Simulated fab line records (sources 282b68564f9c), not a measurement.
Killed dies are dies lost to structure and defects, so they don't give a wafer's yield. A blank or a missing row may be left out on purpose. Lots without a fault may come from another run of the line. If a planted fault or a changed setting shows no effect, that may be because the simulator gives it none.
fab line records || flow rit_cmos
record: {"lots": 6, "wafers": 18, "last_day": 7}
route steps=202 shown PRETRO@69 GATE@75 FOX2@80 M1@202
lots with no fault: from the same line, run without faults
start_h: the number of hours between the record's first day and the start of the first shown wafer of the lot || wait_h: time in hours since the lot's previous step || " as in the row above || L1.1+2: a single row standing in for several wafers || - no value present, or no start provided || * or withheld: withheld || < > ~ a bound
route shown NAME@n: NAME is a module with steps in the file, n the number in the route of the first one || usual: mean/standard deviation of fault-free wafers || same: alike in all rows || chamber/n: place in a boat || sites: the reading at each site || _std_site: their standard deviation || _edge_site: the outer-site mean with the inner-site mean subtracted || radius_mm: how far each site lies from the wafer's centre || mask NAME#n: copy n || behind: the tool/chamber that last shaped the wafer || hold: the reason the lot was held/the length of the hold in hours/how it ended || device: the transistor (n, p or np) that didn't switch || end of line: tests of these same wafers at the route's end || a step without rows: its recipe alone || killed: count of dies lost to structure and defects at first sort (not the wafer's yield) || map: a wafer's dies, x killed, . not, _ none there
set.NAME: the setting the step ran with; set.NAME@STEP: the setting that earlier step ran with || model.NAME: the simulator's own value behind a step, which no gauge read
certain route steps with their lots: each step a table, each wafer a row
services: the hour from which a tool's chamber was out of use, counted from the record's first day as start_h (under 0 if before that day), plus the number of hours and why
== steps ==
step: RIT_PRETRO_DEVELOP_05
recipe: {"resist": "NOVOLAK", "develop_time_s": 68, "dev_temp_c": 23}
step: RIT_PRETRO_OVL_MEAS_06
usual: {"PRETRO_OVL": "0.6/1.5"}
{"lot.wafer": "L737.3", "tool": "overlay-02", "chamber": "-", "start_h": 47.27, "wait_h": "-", "PRETRO_OVL[nm]": 1.6}
{"lot.wafer": "L737.4", "tool": "overlay-02", "chamber": "-", "start_h": 47.27, "wait_h": "-", "PRETRO_OVL[nm]": 1.6}
{"lot.wafer": "L737.6", "tool": "overlay-02", "chamber": "-", "start_h": 47.27, "wait_h": "-", "PRETRO_OVL[nm]": -0.1}
{"lot.wafer": "L738.1", "tool": "overlay-01", "chamber": "-", "start_h": 52.41, "wait_h": "-", "PRETRO_OVL[nm]": -0.3}
{"lot.wafer": "L738.2", "tool": "overlay-01", "chamber": "-", "start_h": 52.41, "wait_h": "-", "PRETRO_OVL[nm]": -1.2}
{"lot.wafer": "L738.6", "tool": "overlay-01", "chamber": "-", "start_h": 52.41, "wait_h": "-", "PRETRO_OVL[nm]": 0.0}
{"lot.wafer": "L740.1", "tool": "overlay-02", "chamber": "-", "start_h": 62.55, "wait_h": "-", "PRETRO_OVL[nm]": 1.4}
{"lot.wafer": "L740.4", "tool": "overlay-02", "chamber": "-", "start_h": 62.55, "wait_h": "-", "PRETRO_OVL[nm]": -0.9}
{"lot.wafer": "L740.5", "tool": "overlay-02", "chamber": "-", "start_h": 62.55, "wait_h": "-", "PRETRO_OVL[nm]": 0.2}
{"lot.wafer": "L750.1", "tool": "overlay-01", "chamber": "-", "start_h": 110.36, "wait_h": "-", "PRETRO_OVL[nm]": 0.5}
{"lot.wafer": "L750.2", "tool": "overlay-01", "chamber": "-", "start_h": 110.36, "wait_h": "-", "PRETRO_OVL[nm]": 0.4}
{"lot.wafer": "L750.5", "tool": "overlay-01", "chamber": "-", "start_h": 110.36, "wait_h": "-", "PRETRO_OVL[nm]": -1.2}
{"lot.wafer": "L752.2", "tool": "overlay-02", "chamber": "-", "start_h": 120.85, "wait_h": "-", "PRETRO_OVL[nm]": 1.6}
{"lot.wafer": "L752.5", "tool": "overlay-02", "chamber": "-", "start_h": 120.85, "wait_h": "-", "PRETRO_OVL[nm]": 0.9}
{"lot.wafer": "L752.6", "tool": "overlay-02", "chamber": "-", "start_h": 120.85, "wait_h": "-", "PRETRO_OVL[nm]": 0.8}
{"lot.wafer": "L755.2", "tool": "overlay-02", "chamber": "-", "start_h": 136.08, "wait_h": "-", "PRETRO_OVL[nm]": -0.1}
{"lot.wafer": "L755.5", "tool": "overlay-02", "chamber": "-", "start_h": 136.08, "wait_h": "-", "PRETRO_OVL[nm]": 0.0}
{"lot.wafer": "L755.6", "tool": "overlay-02", "chamber": "-", "start_h": 136.08, "wait_h": "-", "PRETRO_OVL[nm]": 0.6}
step: RIT_PRETRO_HARDBAKE_07
recipe: {"resist": "NOVOLAK", "temp_c": 140, "time_s": 120}
step: RIT_PRETRO_IMPLANT_08
recipe: {"species": "B", "energy_kev": 45, "dose_cm2": 1.2e+13, "tilt_deg": 7}
step: RIT_PRETRO_STRIP_09
recipe: {"chemistry": "O2", "time_s": 180, "resist": "NOVOLAK", "platen_temp_c": "withheld", "power_w": 500, "pressure_mtorr": 4000, "o2_flow_sccm": 4000}
usual: {"drypump_motor_current_A": "5.9/0.37", "o2_flow_sccm": "4000/11"}
same: {"time_s": 180}
{"lot.wafer": "L737.3", "tool": "plasma_asher-02", "chamber": 1, "start_h": 47.75, "wait_h": 0.1, "drypump_motor_current_A": 6.3, "o2_flow_sccm": 4003, "rf_hours_counter_h": "-"}
{"lot.wafer": "L737.4", "tool": "plasma_asher-02", "chamber": 0, "start_h": 47.75, "wait_h": 0.1, "drypump_motor_current_A": 6.3, "o2_flow_sccm": 3993, "rf_hours_counter_h": "-"}
{"lot.wafer": "L737.6", "tool": "plasma_asher-02", "chamber": 0, "start_h": 47.75, "wait_h": 0.1, "drypump_motor_current_A": 6.4, "o2_flow_sccm": 4010, "rf_hours_counter_h": "-"}
{"lot.wafer": "L738.1", "tool": "plasma_asher-03", "chamber": 1, "start_h": 52.85, "wait_h": 0.1, "drypump_motor_current_A": 5.7, "o2_flow_sccm": 4014, "rf_hours_counter_h": 25}
{"lot.wafer": "L738.2", "tool": "plasma_asher-03", "chamber": 0, "start_h": 52.85, "wait_h": 0.1, "drypump_motor_current_A": 5.7, "o2_flow_sccm": 4005, "rf_hours_counter_h": 25}
{"lot.wafer": "L738.6", "tool": "plasma_asher-03", "chamber": 1, "start_h": 52.85, "wait_h": 0.1, "drypump_motor_current_A": 5.7, "o2_flow_sccm": 4001, "rf_hours_counter_h": "-"}
{"lot.wafer": "L740.1", "tool": "plasma_asher-01", "chamber": 0, "start_h": 62.99, "wait_h": 0.1, "drypump_motor_current_A": 5.4, "o2_flow_sccm": 4003, "rf_hours_counter_h": 43}
{"lot.wafer": "L740.4", "tool": "plasma_asher-01", "chamber": 0, "start_h": 62.99, "wait_h": 0.1, "drypump_motor_current_A": 5.4, "o2_flow_sccm": 4008, "rf_hours_counter_h": "-"}
{"lot.wafer": "L740.5", "tool": "plasma_asher-01", "chamber": 1, "start_h": 62.99, "wait_h": 0.1, "drypump_motor_current_A": 5.5, "o2_flow_sccm": 3977, "rf_hours_counter_h": "-"}
{"lot.wafer": "L750.1", "tool": "plasma_asher-03", "chamber": 0, "start_h": 110.80, "wait_h": 0.1, "drypump_motor_current_A": 5.7, "o2_flow_sccm": 4003, "rf_hours_counter_h": 32}
{"lot.wafer": "L750.2", "tool": "plasma_asher-03", "chamber": 1, "start_h": 110.80, "wait_h": 0.1, "drypump_motor_current_A": 5.7, "o2_flow_sccm": 3980, "rf_hours_counter_h": 32}
{"lot.wafer": "L750.5", "tool": "plasma_asher-03", "chamber": 1, "start_h": 110.80, "wait_h": 0.1, "drypump_motor_current_A": 5.6, "o2_flow_sccm": 3980, "rf_hours_counter_h": "-"}
{"lot.wafer": "L752.2", "tool": "plasma_asher-02", "chamber": 1, "start_h": 121.28, "wait_h": 0.1, "drypump_motor_current_A": 6.3, "o2_flow_sccm": 4000, "rf_hours_counter_h": 47}
{"lot.wafer": "L752.5", "tool": "plasma_asher-02", "chamber": 0, "start_h": 121.28, "wait_h": 0.1, "drypump_motor_current_A": 6.4, "o2_flow_sccm": 4004, "rf_hours_counter_h": "-"}
{"lot.wafer": "L752.6", "tool": "plasma_asher-02", "chamber": 1, "start_h": 121.28, "wait_h": 0.1, "drypump_motor_current_A": 6.3, "o2_flow_sccm": 3984, "rf_hours_counter_h": "-"}
{"lot.wafer": "L755.2", "tool": "plasma_asher-02", "chamber": 0, "start_h": 136.56, "wait_h": 0.1, "drypump_motor_current_A": 6.4, "o2_flow_sccm": 4004, "rf_hours_counter_h": 49}
{"lot.wafer": "L755.5", "tool": "plasma_asher-02", "chamber": 1, "start_h": 136.56, "wait_h": 0.1, "drypump_motor_current_A": 6.3, "o2_flow_sccm": 4006, "rf_hours_counter_h": "-"}
{"lot.wafer": "L755.6", "tool": "plasma_asher-02", "chamber": 0, "start_h": 136.56, "wait_h": 0.1, "drypump_motor_current_A": 6.4, "o2_flow_sccm": 3985, "rf_hours_counter_h": "-"}
step: RIT_PRETRO_TW_MEAS_10
usual: {"PRETRO_TW": "472/5.8"}
{"lot.wafer": "L737.3", "tool": "film_metro-01", "chamber": "-", "start_h": 47.89, "wait_h": 0.1, "PRETRO_TW": 472}
{"lot.wafer": "L737.4", "tool": "film_metro-01", "chamber": "-", "start_h": 47.89, "wait_h": 0.1, "PRETRO_TW": 474}
{"lot.wafer": "L737.6", "tool": "film_metro-01", "chamber": "-", "start_h": 47.89, "wait_h": 0.1, "PRETRO_TW": 474}
{"lot.wafer": "L738.1", "tool": "film_metro-02", "chamber": "-", "start_h": 53.02, "wait_h": 0.1, "PRETRO_TW": 477}
{"lot.wafer": "L738.2", "tool": "film_metro-02", "chamber": "-", "start_h": 53.02, "wait_h": 0.1, "PRETRO_TW": 475}
{"lot.wafer": "L738.6", "tool": "film_metro-02", "chamber": "-", "start_h": 53.02, "wait_h": 0.1, "PRETRO_TW": 478}
{"lot.wafer": "L740.1", "tool": "film_metro-02", "chamber": "-", "start_h": 63.16, "wait_h": 0.1, "PRETRO_TW": 475}
{"lot.wafer": "L740.4", "tool": "film_metro-02", "chamber": "-", "start_h": 63.16, "wait_h": 0.1, "PRETRO_TW": 477}
{"lot.wafer": "L740.5", "tool": "film_metro-02", "chamber": "-", "start_h": 63.16, "wait_h": 0.1, "PRETRO_TW": 477}
{"lot.wafer": "L750.1", "tool": "film_metro-04", "chamber": "-", "start_h": 110.97, "wait_h": 0.1, "PRETRO_TW": 468}
{"lot.wafer": "L750.2", "tool": "film_metro-04", "chamber": "-", "start_h": 110.97, "wait_h": 0.1, "PRETRO_TW": 465}
{"lot.wafer": "L750.5", "tool": "film_metro-04", "chamber": "-", "start_h": 110.97, "wait_h": 0.1, "PRETRO_TW": 467}
{"lot.wafer": "L752.2", "tool": "film_metro-04", "chamber": "-", "start_h": 121.46, "wait_h": 0.1, "PRETRO_TW": 468}
{"lot.wafer": "L752.5", "tool": "film_metro-04", "chamber": "-", "start_h": 121.46, "wait_h": 0.1, "PRETRO_TW": 468}
{"lot.wafer": "L752.6", "tool": "film_metro-04", "chamber": "-", "start_h": 121.46, "wait_h": 0.1, "PRETRO_TW": 468}
{"lot.wafer": "L755.2", "tool": "film_metro-04", "chamber": "-", "start_h": 136.75, "wait_h": 0.1, "PRETRO_TW": 466}
{"lot.wafer": "L755.5", "tool": "film_metro-04", "chamber": "-", "start_h": 136.75, "wait_h": 0.1, "PRETRO_TW": 469}
{"lot.wafer": "L755.6", "tool": "film_metro-04", "chamber": "-", "start_h": 136.75, "wait_h": 0.1, "PRETRO_TW": 467}
step: RIT_GATE_WET_ETCH_00
recipe: {"chemistry": "BOE", "target": "SiO2", "target_depth_nm": 56, "time_s": 60, "dry": "n2_spin", "dilution": "10:1", "temp_c": 21.5}
step: RIT_GATE_CLEAN_01
recipe: {"chemistry": "SC1", "mix": "3:3:50", "time_s": 600, "temp_c": 75}
step: RIT_GATE_CLEAN_02
recipe: {"chemistry": "dHF", "dilution": "50:1", "time_s": 30}
step: RIT_GATE_CLEAN_03
recipe: {"chemistry": "SC2", "mix": "3:3:50", "time_s": 600, "temp_c": 75, "dry": "n2_spin"}
step: RIT_GATE_CLEAN_04
recipe: {"chemistry": "dHF", "dilution": "50:1", "time_s": 60, "dry": "n2_spin"}
step: RIT_FOX2_THK_MEAS_91
recipe: {"reads": "SiO2_of_FOX2_OXIDATION_00"}
usual: {"FIELD_OXIDE_LEFT_2_THK": "251/6.5"}
{"lot.wafer": "L737.3", "tool": "film_metro-04", "chamber": "-", "start_h": 48.37, "wait_h": 0.0, "FIELD_OXIDE_LEFT_2_THK[nm]": 247}
{"lot.wafer": "L737.4", "tool": "film_metro-04", "chamber": "-", "start_h": 48.37, "wait_h": 0.0, "FIELD_OXIDE_LEFT_2_THK[nm]": 249}
{"lot.wafer": "L737.6", "tool": "film_metro-04", "chamber": "-", "start_h": 48.37, "wait_h": 0.0, "FIELD_OXIDE_LEFT_2_THK[nm]": 249}
{"lot.wafer": "L738.1", "tool": "film_metro-01", "chamber": "-", "start_h": 53.50, "wait_h": 0.0, "FIELD_OXIDE_LEFT_2_THK[nm]": 255}
{"lot.wafer": "L738.2", "tool": "film_metro-01", "chamber": "-", "start_h": 53.50, "wait_h": 0.0, "FIELD_OXIDE_LEFT_2_THK[nm]": 252}
{"lot.wafer": "L738.6", "tool": "film_metro-01", "chamber": "-", "start_h": 53.50, "wait_h": 0.0, "FIELD_OXIDE_LEFT_2_THK[nm]": 255}
{"lot.wafer": "L740.1", "tool": "film_metro-04", "chamber": "-", "start_h": 63.64, "wait_h": 0.0, "FIELD_OXIDE_LEFT_2_THK[nm]": 248}
{"lot.wafer": "L740.4", "tool": "film_metro-04", "chamber": "-", "start_h": 63.64, "wait_h": 0.0, "FIELD_OXIDE_LEFT_2_THK[nm]": 253}
{"lot.wafer": "L740.5", "tool": "film_metro-04", "chamber": "-", "start_h": 63.64, "wait_h": 0.0, "FIELD_OXIDE_LEFT_2_THK[nm]": 245}
{"lot.wafer": "L750.1", "tool": "film_metro-01", "chamber": "-", "start_h": 111.45, "wait_h": 0.0, "FIELD_OXIDE_LEFT_2_THK[nm]": 249}
{"lot.wafer": "L750.2", "tool": "film_metro-01", "chamber": "-", "start_h": 111.45, "wait_h": 0.0, "FIELD_OXIDE_LEFT_2_THK[nm]": 257}
{"lot.wafer": "L750.5", "tool": "film_metro-01", "chamber": "-", "start_h": 111.45, "wait_h": 0.0, "FIELD_OXIDE_LEFT_2_THK[nm]": 257}
{"lot.wafer": "L752.2", "tool": "film_metro-03", "chamber": "-", "start_h": 121.96, "wait_h": 0.0, "FIELD_OXIDE_LEFT_2_THK[nm]": 239}
{"lot.wafer": "L752.5", "tool": "film_metro-03", "chamber": "-", "start_h": 121.96, "wait_h": 0.0, "FIELD_OXIDE_LEFT_2_THK[nm]": 243}
{"lot.wafer": "L752.6", "tool": "film_metro-03", "chamber": "-", "start_h": 121.96, "wait_h": 0.0, "FIELD_OXIDE_LEFT_2_THK[nm]": 242}
{"lot.wafer": "L755.2", "tool": "film_metro-04", "chamber": "-", "start_h": 137.26, "wait_h": 0.0, "FIELD_OXIDE_LEFT_2_THK[nm]": 246}
{"lot.wafer": "L755.5", "tool": "film_metro-04", "chamber": "-", "start_h": 137.26, "wait_h": 0.0, "FIELD_OXIDE_LEFT_2_THK[nm]": 247}
{"lot.wafer": "L755.6", "tool": "film_metro-04", "chamber": "-", "start_h": 137.26, "wait_h": 0.0, "FIELD_OXIDE_LEFT_2_THK[nm]": 245}
step: RIT_GATE_OXIDATION_05
recipe: {"temp_c": 900, "ambient": "O2", "target_thk_a": 30, "ox_time_s": 270}
usual: {"spike_tc_source_C": "922/4", "zone_power_load_pct": "28/3.9"}
same: {"ox_time_s": 270}
{"lot.wafer": "L737.3", "tool": "furnace-01", "chamber": 0, "start_h": 49.36, "wait_h": 1.0, "spike_tc_source_C": 923, "zone_power_load_pct": 23}
{"lot.wafer": "L737.4", "tool": "furnace-01", "chamber": 0, "start_h": 49.36, "wait_h": 1.0, "spike_tc_source_C": 922, "zone_power_load_pct": 23}
{"lot.wafer": "L737.6", "tool": "furnace-01", "chamber": 0, "start_h": 49.36, "wait_h": 1.0, "spike_tc_source_C": 922, "zone_power_load_pct": 23}
{"lot.wafer": "L737.3", "tool": "furnace-02", "chamber": 0, "start_h": 50.76, "wait_h": 0.3, "spike_tc_source_C": 915, "zone_power_load_pct": 28}
{"lot.wafer": "L737.4", "tool": "furnace-02", "chamber": 0, "start_h": 50.76, "wait_h": 0.3, "spike_tc_source_C": 916, "zone_power_load_pct": 28}
{"lot.wafer": "L737.6", "tool": "furnace-02", "chamber": 0, "start_h": 50.76, "wait_h": 0.3, "spike_tc_source_C": 918, "zone_power_load_pct": 28}
{"lot.wafer": "L738.1", "tool": "furnace-02", "chamber": 0, "start_h": 53.56, "wait_h": 0.1, "spike_tc_source_C": 918, "zone_power_load_pct": 27}
{"lot.wafer": "L738.2", "tool": "furnace-02", "chamber": 0, "start_h": 53.56, "wait_h": 0.1, "spike_tc_source_C": 918, "zone_power_load_pct": 28}
{"lot.wafer": "L738.6", "tool": "furnace-02", "chamber": 0, "start_h": 53.56, "wait_h": 0.1, "spike_tc_source_C": 918, "zone_power_load_pct": 28}
{"lot.wafer": "L738.1", "tool": "furnace-01", "chamber": 0, "start_h": 54.81, "wait_h": 0.2, "spike_tc_source_C": 923, "zone_power_load_pct": 23}
{"lot.wafer": "L738.2", "tool": "furnace-01", "chamber": 0, "start_h": 54.81, "wait_h": 0.2, "spike_tc_source_C": 921, "zone_power_load_pct": 23}
{"lot.wafer": "L738.6", "tool": "furnace-01", "chamber": 0, "start_h": 54.81, "wait_h": 0.2, "spike_tc_source_C": 922, "zone_power_load_pct": 23}
{"lot.wafer": "L740.1", "tool": "furnace-02", "chamber": 0, "start_h": 63.70, "wait_h": 0.1, "spike_tc_source_C": 918, "zone_power_load_pct": 28}
{"lot.wafer": "L740.4", "tool": "furnace-02", "chamber": 0, "start_h": 63.70, "wait_h": 0.1, "spike_tc_source_C": 918, "zone_power_load_pct": 28}
{"lot.wafer": "L740.5", "tool": "furnace-02", "chamber": 0, "start_h": 63.70, "wait_h": 0.1, "spike_tc_source_C": 918, "zone_power_load_pct": 28}
{"lot.wafer": "L750.1", "tool": "furnace-04", "chamber": 0, "start_h": 111.51, "wait_h": 0.1, "spike_tc_source_C": 927, "zone_power_load_pct": 33}
{"lot.wafer": "L750.2", "tool": "furnace-04", "chamber": 0, "start_h": 111.51, "wait_h": 0.1, "spike_tc_source_C": 928, "zone_power_load_pct": 33}
{"lot.wafer": "L750.5", "tool": "furnace-04", "chamber": 0, "start_h": 111.51, "wait_h": 0.1, "spike_tc_source_C": 928, "zone_power_load_pct": 33}
{"lot.wafer": "L752.2", "tool": "furnace-01", "chamber": 0, "start_h": 122.01, "wait_h": 0.0, "spike_tc_source_C": 923, "zone_power_load_pct": 23}
{"lot.wafer": "L752.5", "tool": "furnace-01", "chamber": 0, "start_h": 122.01, "wait_h": 0.0, "spike_tc_source_C": 923, "zone_power_load_pct": 23}
{"lot.wafer": "L752.6", "tool": "furnace-01", "chamber": 0, "start_h": 122.01, "wait_h": 0.0, "spike_tc_source_C": 923, "zone_power_load_pct": 23}
{"lot.wafer": "L755.2", "tool": "furnace-01", "chamber": 0, "start_h": 137.31, "wait_h": 0.0, "spike_tc_source_C": 922, "zone_power_load_pct": 23}
{"lot.wafer": "L755.5", "tool": "furnace-01", "chamber": 0, "start_h": 137.31, "wait_h": 0.0, "spike_tc_source_C": 922, "zone_power_load_pct": 23}
{"lot.wafer": "L755.6", "tool": "furnace-01", "chamber": 0, "start_h": 137.31, "wait_h": 0.0, "spike_tc_source_C": 923, "zone_power_load_pct": 23}
step: RIT_GATE_ANNEAL_06
recipe: {"temp_c": 900, "time_s": 600, "ambient": "N2O"}
step: RIT_GATE_THK_MEAS_07
recipe: {"reads": "SiO2_of_GATE_OXIDATION_05"}
usual: {"GATE_OXIDE_THK": "3.01/0.067"}
{"lot.wafer": "L737.3", "tool": "film_metro-04", "chamber": "-", "start_h": 52.64, "wait_h": 0.0, "GATE_OXIDE_THK[nm]": 5.15}
{"lot.wafer": "L737.4", "tool": "film_metro-04", "chamber": "-", "start_h": 52.64, "wait_h": 0.0, "GATE_OXIDE_THK[nm]": 5.13}
{"lot.wafer": "L737.6", "tool": "film_metro-04", "chamber": "-", "start_h": 52.64, "wait_h": 0.0, "GATE_OXIDE_THK[nm]": 5.07}
{"lot.wafer": "L738.1", "tool": "film_metro-03", "chamber": "-", "start_h": 57.35, "wait_h": 0.0, "GATE_OXIDE_THK[nm]": 5.26}
{"lot.wafer": "L738.2", "tool": "film_metro-03", "chamber": "-", "start_h": 57.35, "wait_h": 0.0, "GATE_OXIDE_THK[nm]": 5.20}
{"lot.wafer": "L738.6", "tool": "film_metro-03", "chamber": "-", "start_h": 57.35, "wait_h": 0.0, "GATE_OXIDE_THK[nm]": 5.09}
{"lot.wafer": "L740.1", "tool": "film_metro-04", "chamber": "-", "start_h": 65.02, "wait_h": 0.0, "GATE_OXIDE_THK[nm]": 2.95}
{"lot.wafer": "L740.4", "tool": "film_metro-04", "chamber": "-", "start_h": 65.02, "wait_h": 0.0, "GATE_OXIDE_THK[nm]": 3.00}
{"lot.wafer": "L740.5", "tool": "film_metro-04", "chamber": "-", "start_h": 65.02, "wait_h": 0.0, "GATE_OXIDE_THK[nm]": 2.96}
{"lot.wafer": "L750.1", "tool": "film_metro-04", "chamber": "-", "start_h": 113.62, "wait_h": 0.0, "GATE_OXIDE_THK[nm]": 2.97}
{"lot.wafer": "L750.2", "tool": "film_metro-04", "chamber": "-", "start_h": 113.62, "wait_h": 0.0, "GATE_OXIDE_THK[nm]": 2.96}
{"lot.wafer": "L750.5", "tool": "film_metro-04", "chamber": "-", "start_h": 113.62, "wait_h": 0.0, "GATE_OXIDE_THK[nm]": 2.93}
{"lot.wafer": "L752.2", "tool": "film_metro-03", "chamber": "-", "start_h": 123.34, "wait_h": 0.0, "GATE_OXIDE_THK[nm]": 3.04}
{"lot.wafer": "L752.5", "tool": "film_metro-03", "chamber": "-", "start_h": 123.34, "wait_h": 0.0, "GATE_OXIDE_THK[nm]": 3.01}
{"lot.wafer": "L752.6", "tool": "film_metro-03", "chamber": "-", "start_h": 123.34, "wait_h": 0.0, "GATE_OXIDE_THK[nm]": 3.04}
{"lot.wafer": "L755.2", "tool": "film_metro-04", "chamber": "-", "start_h": 138.64, "wait_h": 0.0, "GATE_OXIDE_THK[nm]": 3.02}
{"lot.wafer": "L755.5", "tool": "film_metro-04", "chamber": "-", "start_h": 138.64, "wait_h": 0.0, "GATE_OXIDE_THK[nm]": 3.03}
{"lot.wafer": "L755.6", "tool": "film_metro-04", "chamber": "-", "start_h": 138.64, "wait_h": 0.0, "GATE_OXIDE_THK[nm]": 2.98}
step: RIT_GATE_CVD_08
recipe: {"material": "poly-Si", "target_thk_nm": 250, "temp_c": 610, "precursor": "SiH4", "time_s": 2220, "pressure_mtorr": 300, "sih4_flow_sccm": 100}
step: RIT_M1_PROBE_99
usual: {"killed_at_contacts": "0.0/0.22", "killed_at_front_end": "7/3.2", "killed_dies": "7/3.2", "killed_open": "3.2/2.1", "killed_short": "3.5/2.2"}
same: {"gross_dies": 264, "killed_at_M0_to_M3": 0, "killed_at_M4_up": 0, "killed_at_back_side": 0, "killed_at_other": 0}
{"lot.wafer": "L737.3", "tool": "prober-01", "chamber": "-", "start_h": 78.37, "wait_h": 0.2, "killed_at_contacts": 0, "killed_at_front_end": 3, "killed_dies": 3, "killed_open": 0, "killed_short": 3}
{"lot.wafer": "L737.4", "tool": "prober-01", "chamber": "-", "start_h": 78.42, "wait_h": 0.2, "killed_at_contacts": 0, "killed_at_front_end": 3, "killed_dies": 3, "killed_open": 0, "killed_short": 3}
{"lot.wafer": "L737.6", "tool": "prober-01", "chamber": "-", "start_h": 78.52, "wait_h": 0.2, "killed_at_contacts": 0, "killed_at_front_end": 5, "killed_dies": 5, "killed_open": 2, "killed_short": 3}
{"lot.wafer": "L738.1", "tool": "prober-02", "chamber": "-", "start_h": 84.07, "wait_h": 0.1, "killed_at_contacts": 0, "killed_at_front_end": 3, "killed_dies": 3, "killed_open": 2, "killed_short": 1}
{"lot.wafer": "L738.2", "tool": "prober-02", "chamber": "-", "start_h": 84.12, "wait_h": 0.1, "killed_at_contacts": 0, "killed_at_front_end": 3, "killed_dies": 3, "killed_open": 0, "killed_short": 3}
{"lot.wafer": "L738.6", "tool": "prober-02", "chamber": "-", "start_h": 84.32, "wait_h": 0.2, "killed_at_contacts": 0, "killed_at_front_end": 8, "killed_dies": 8, "killed_open": 5, "killed_short": 3}
{"lot.wafer": "L752.2", "tool": "prober-02", "chamber": "-", "start_h": 146.78, "wait_h": 0.1, "killed_at_contacts": 0, "killed_at_front_end": 3, "killed_dies": 3, "killed_open": 2, "killed_short": 1}
{"lot.wafer": "L752.5", "tool": "prober-02", "chamber": "-", "start_h": 146.93, "wait_h": 0.2, "killed_at_contacts": 0, "killed_at_front_end": 7, "killed_dies": 7, "killed_open": 1, "killed_short": 6}
{"lot.wafer": "L752.6", "tool": "prober-02", "chamber": "-", "start_h": 146.98, "wait_h": 0.2, "killed_at_contacts": 0, "killed_at_front_end": 5, "killed_dies": 5, "killed_open": 3, "killed_short": 2}
killed by level:class
L737.3 FOX1:geometric_particle:short=1 REOX:geometric_particle:short=1 SILICIDE:geometric_particle:short=1
L737.4 SILICIDE:geometric_particle:short=2 FOX2:geometric_particle:short=1
L737.6 SPACER:geometric_particle:short=3 ACTIVE:geometric_particle:open=1 FOX1:geometric_particle:open=1
L738.1 FOX1:geometric_particle:open=1 FOX1:geometric_particle:short=1 SPACER:geometric_particle:open=1
L738.2 FOX2:geometric_particle:short=1 SPACER:geometric_particle:short=1 SILICIDE:geometric_particle:short=1
L738.6 GATE:geometric_particle:short=2 GATE:geometric_particle:open=2 ACTIVE:geometric_particle:short=1 FOX1:geometric_particle:open=1 SPACER:geometric_particle:open=1 SILICIDE:geometric_particle:open=1
L752.2 FOX2:geometric_particle:short=1 FOX2:geometric_particle:open=1 GATE:geometric_particle:open=1
L752.5 GATE:geometric_particle:short=3 SILICIDE:geometric_particle:short=2 FOX2:geometric_particle:open=1 FOX2:geometric_particle:short=1
L752.6 FOX1:geometric_particle:open=1 FOX1:geometric_particle:short=1 GATE:geometric_particle:short=1 GATE:geometric_particle:open=1 SILICIDE:geometric_particle:open=1
== services ==
{"tool": "furnace-04", "chamber": "-", "start_h": 62.22, "hours": 2.5, "kind": "pm"}
{"tool": "furnace-02", "chamber": "-", "start_h": 91.55, "hours": 2.2, "kind": "pm"}
{"tool": "plasma_asher-01", "chamber": "-", "start_h": 106.44, "hours": 15.6, "kind": "pm"}
{"tool": "furnace-01", "chamber": "-", "start_h": 131.83, "hours": 3.2, "kind": "pm"}
{"tool": "plasma_asher-01", "chamber": "-", "start_h": 131.99, "hours": 10.1, "kind": "repair"}
== key ==
first_sign: {"step": "RIT_GATE_OXIDATION_05", "reading": "visit", "direction": "added"}
effect: {"step": "RIT_GATE_THK_MEAS_07", "reading": "GATE_OXIDE_THK", "direction": "up", "sigmas": 32, "usual": 3.01, "struck": 5.15}
met_at RIT_GATE_OXIDATION_05
struck_wafers L737.3,L737.4,L737.6,L738.1,L738.2,L738.6
tester_left_out L737,L738
fault: {"kind": "repeated_step_whole", "tool": "furnace-01,furnace-02,furnace-04", "chamber": "-", "onset_h": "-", "steps": "RIT_GATE_OXIDATION_05", "times": 1, "scope": "struck_lots_only"}
tester_left_out: of these lots the tester's yield and bins aren't shown, on N5 and GAA mostly nor the transistor test; their killed dies are dies lost to structure and defects alone, not to doping, threshold or leakage, so they don't give the yield
